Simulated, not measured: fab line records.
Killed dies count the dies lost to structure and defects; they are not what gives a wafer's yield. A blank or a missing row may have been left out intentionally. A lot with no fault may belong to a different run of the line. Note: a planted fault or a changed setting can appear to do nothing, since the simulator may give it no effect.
A struck lot beside a sound one + flow ritCmos + 14 steps out of a route of 202
Sound: the wafers L269.3, L269.5, L269.6. Struck: wafer L264.4 (left out: L264.5, L264.6 of the same lot, which were not struck); the cause appears at the end.
At each step with rows: each side's tool, then ch and its chambers, then its first start. Under that, the readings that differ: sound wafers + struck wafers + difference of the means + sigmas: that difference in standard deviations of wafers without a fault.
alike: words and numbers the same on both sides, and readings whose means are apart by under 2 such deviations; not compared: readings that were withheld, readings missing a value for some wafer, numbers with overlapping values and no deviation given by the record, and bounds like >300 which may hide the same value.
The two part at a step that has a row with sigmas, a row that says differs or no value, or rows on one side only. Non-overlapping numbers with no deviation appear without sigmas and do not part them. Lack of a reading on every wafer of one side parts them only where that side has two or more wafers.

first, 1 step without rows for these wafers: RIT_ACTIVE_OXIDATION_01 (target thk 46.8 nm, ox time 3360 s).
RIT_ACTIVE_THK_MEAS_02:
  struck on filmMetro-04, day 4 12:50; sound on filmMetro-02, day 5 11:04
  alike: ACTIVE_OXIDE_THK
then, 1 step without rows for these wafers: RIT_ACTIVE_CVD_03 (deposits Si3N4 from SiH2Cl2/NH3, target thk 150 nm, time 1500 s).
RIT_ACTIVE_THK_MEAS_04:
  struck on filmMetro-02, day 4 14:19; sound on filmMetro-01, day 5 12:33
  alike: ACTIVE_NITRIDE_THK
then, 6 steps without rows for these wafers: RIT_ACTIVE_HMDS_05 (prime time 60 s); RIT_ACTIVE_COAT_06 (resist thk 1000 nm); RIT_ACTIVE_SOFTBAKE_07 (time 60 s); RIT_ACTIVE_EXPOSE_08 (exposes mask M1, target cd 1400 nm); RIT_ACTIVE_PEB_09; RIT_ACTIVE_DEVELOP_10 (develop time 50 s).
RIT_ACTIVE_CD_MEAS_11: the cd target is 1400 nm.
  struck on cdSem-01, day 4 15:23; sound on cdSem-02, day 5 13:36
  alike: cdNm
then, 1 step without rows for these wafers: RIT_ACTIVE_HARDBAKE_12 (time 60 s).
RIT_ACTIVE_ETCH_13: etches Si3N4 in SF6, stops on SiO2, time 210 s, target depth 210 nm.
  sound on rieDiel-04 ch 1,2, day 5 13:50; struck on rieDiel-02 ch 2, day 4 15:35
| reading                                      | sound             | struck | difference | sigmas |
|----------------------------------------------|-------------------|--------|------------|--------|
| drypumpMotorCurrentA (A)                     | 6.4 5.7 6.4       | 5.3    | -0.9       | -2     |
| model.NOVOLAK_of_ACTIVE_COAT_06.thkNm (nm)   | 658.3 653.4 659.7 | 551.2  | -105.9     |        |
| model.SiO2_of_ACTIVE_OXIDATION_01.thkNm (nm) | 46.7 46.25 46.6   | 0      | -47        |        |
| model.ACTIVE.featureDepthNm (nm)             | 152.5 152.7 151.9 | 196.6  | +44.2      |        |
  alike: oesProductAu, rfFwdPowerW, throttleValvePct
  not compared: rfHoursCounterH
RIT_ACTIVE_STRIP_14: strips in O2, time 180 s.
  sound on plasmaAsher-04 ch 0,1, day 5 14:02; struck on plasmaAsher-04 ch 1, day 4 15:47
  alike: drypumpMotorCurrentA
  not compared: rfHoursCounterH

## WHERE THEY PART
Only at RIT_ACTIVE_ETCH_13, within this record. Later steps at which nothing parts them and some readings are alike: RIT_ACTIVE_STRIP_14.

WHY: what the simulator had put in
rieDiel-02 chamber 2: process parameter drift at RIT_ACTIVE_ETCH_13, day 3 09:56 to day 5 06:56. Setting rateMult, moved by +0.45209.
